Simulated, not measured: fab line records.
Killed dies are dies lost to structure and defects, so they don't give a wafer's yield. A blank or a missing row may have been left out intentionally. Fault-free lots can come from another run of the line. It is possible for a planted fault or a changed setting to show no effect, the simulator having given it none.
A struck lot beside a sound one    flow berkeleyCmos170    14 steps out of a route of 331
Sound: these wafers, L593.1, L593.4, L593.6. The struck wafers were L605.2, L605.3, L605.6. The cause is given at the end.
For every step that has rows: the tool of each side, followed by ch and its chambers, followed by its first start. Under that, the readings that differ: sound wafers    struck wafers    difference of the means    sigmas: that difference in standard deviations of wafers without a fault.
alike: words and numbers the same on both sides, and readings whose means are apart by under 2 such deviations; not compared: readings that were withheld, readings missing a value for some wafer, numbers with overlapping values and no deviation given by the record, and bounds like >300 which may hide the same value.
The two part at a step that has a row with sigmas, a row that says differs or no value, or rows on one side only. Non-overlapping numbers with no deviation appear without sigmas and do not part them. A reading missing from all wafers of one side parts the sides only when that side holds two or more wafers.

first, 5 steps without rows for these wafers: UCB170_WELLDRIVE_ANNEAL_03 (time 900 s); UCB170_WELLDRIVE_WET_ETCH_04 (etches SiO2 in BOE, time 120 s); UCB170_ACTIVE_CLEAN_00 (cleans in SPM, time 600 s); UCB170_ACTIVE_CLEAN_01 (cleans in dHF, time 60 s); UCB170_ACTIVE_OXIDATION_02 (target thk 26.4 nm, ox time 1260 s).
UCB170_ACTIVE_THK_MEAS_03:
  sound on filmMetro-02 at day 5 11:59; struck on filmMetro-03 at day 7 10:03
reading                sound           struck          difference  sigmas
ACTIVE_OXIDE_THK (nm)  25.6 25.6 26.1  26.4 26.6 26.9  +0.9        +2
then, 2 steps without rows for these wafers: UCB170_ACTIVE_ANNEAL_04 (time 900 s); UCB170_ACTIVE_CVD_05 (deposits Si3N4 from SiH2Cl2/NH3, target thk 220 nm, time 3300 s).
UCB170_ACTIVE_THK_MEAS_06:
  sound on filmMetro-03 at day 5 18:14; struck on filmMetro-01 at day 7 16:08
  alike: ACTIVE_NITRIDE_THK
then, 3 steps without rows for these wafers: UCB170_ACTIVE_HMDS_07 (prime time 60 s); UCB170_ACTIVE_COAT_08 (resist thk 900 nm); UCB170_ACTIVE_SOFTBAKE_09 (time 60 s).
UCB170_ACTIVE_EXPOSE_10: exposes mask ACTIVE, target cd 1200 nm.
  struck on krfScanner-01, day 7 17:14; sound on krfScanner-01 ch 0, day 5 19:26
  no value came back on the struck wafers for exposureDoseMJCm2, focusOffsetNm (nm); on the sound wafers exposureDoseMJCm2 reads 19.961 19.974 19.957
  alike: mask
next, for these wafers, 1 step has no rows: UCB170_ACTIVE_PEB_11.

== WHERE THEY PART ==
Earliest at UCB170_ACTIVE_THK_MEAS_03; latest, in this record, at UCB170_ACTIVE_EXPOSE_10.

WHY: what had been put in by the simulator
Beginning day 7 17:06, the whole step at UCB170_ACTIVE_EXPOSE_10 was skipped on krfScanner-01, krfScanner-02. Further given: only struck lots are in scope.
